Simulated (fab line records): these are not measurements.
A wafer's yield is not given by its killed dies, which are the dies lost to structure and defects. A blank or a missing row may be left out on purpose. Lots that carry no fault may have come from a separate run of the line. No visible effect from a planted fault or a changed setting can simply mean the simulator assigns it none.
One fault seen from 2 desks | flow berkeleyCmos170 | every desk sees just its own numbers, and what lay behind them comes last

== METROLOGY DESK ==
Means of the sampled wafers that have a number, per lot and without regard to the tool the lot ran on: this is what the gauges read. A lot is out of limits, marked OUT, if its mean lies more than 4 standard deviations from the usual mean; the brackets give that distance.
Columns: A = GATE_POLY_THK at UCB170_GATE_THK_MEAS_05, usual 213.7 nm; B = M2_AL_RS at UCB170_M2_RS_MEAS_02, usual 0.03223 ohm/sq; C = M2_AL_THK at UCB170_M2_THK_MEAS_03, usual 907 nm; D = M3_OVL at UCB170_M3_OVL_MEAS_16, usual 0 nm
lot  | first seen here | A     | B                 | C             | D
L198 | day 7 08:20     | 212.2 | 0.03248           | 903           | -7
L199 | day 7 08:28     | 217.5 | 0.03219           | 905           | -2
L197 | day 7 08:31     | 213.4 | 0.03192           | 919           | -2
L201 | day 8 00:54     | 213.5 | 0.03227           | 907           | 5
L202 | day 8 00:56     | 216.4 | 0.03236           | 910           | 9
L203 | day 8 23:00     | 211.8 | 0.03236           | 907           | -5
L204 | day 8 23:01     | 212.9 | 0.03185           | 916           | -2
L213 | day 10 20:00    | 212.6 | 0.03232           | 899           | 1
L212 | day 10 20:01    | 215.0 | 0.03204           | 903           | -0
L211 | day 10 20:04    | 212.6 | 0.04405 (+39) OUT | 750 (-18) OUT | -7
L215 | day 11 06:01    | 216.1 | 0.03233           | 899           | 4
L219 | day 11 21:43    | 212.4 | 0.03270           | 894           | 3
L216 | day 11 21:44    | 213.6 | 0.03262           | 904           | 3
Per this desk, out of limits: L211; the first was L211, day 12 06:32 (M2_AL_RS at UCB170_M2_RS_MEAS_02). L198, L199, L197, L201, L202, L203, L204, L213, L212, L215, L219, L216 stayed within limits.

== TOOL OWNER'S DESK, pvdSputter-02 ==
The tool's own readings at UCB170_M2_SPUTTER_01 (material Al, target thk 900 nm, time 120 s): means of the sampled wafers that have a number, for each lot that ran on this tool. A lot is out of limits, marked OUT, if its mean lies more than 4 standard deviations from the usual mean; the brackets give that distance.
Columns: A = throttleValvePct at UCB170_M2_SPUTTER_01, usual 30.3 %
lot  | first seen here | A
L197 | day 8 15:46     | 30.3
L198 | day 8 17:32     | 29.8
L201 | day 9 10:38     | 29.4
L203 | day 10 06:36    | 29.7
L211 | day 12 06:26    | 29.5
This desk found nothing out of limits on any of the 5 lots.

== TAKEN TOGETHER ==
On L211, the metrology desk was in a position to raise an alarm at day 12 06:32.
The tool owner's desk saw nothing out of limits.
On record at the tool owner's desk: L211, within its limits.
UCB170_M2_SPUTTER_01 was run on pvdSputter-02 by each of the lots named.

== WHAT HAD BEEN PUT IN BY THE SIMULATOR ==
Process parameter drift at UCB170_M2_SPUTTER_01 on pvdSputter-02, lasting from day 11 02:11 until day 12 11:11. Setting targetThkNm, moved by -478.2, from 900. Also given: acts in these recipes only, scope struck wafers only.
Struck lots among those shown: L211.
Delay in hours, fault start to first out-of-limits reading, per desk: metrology desk 28.
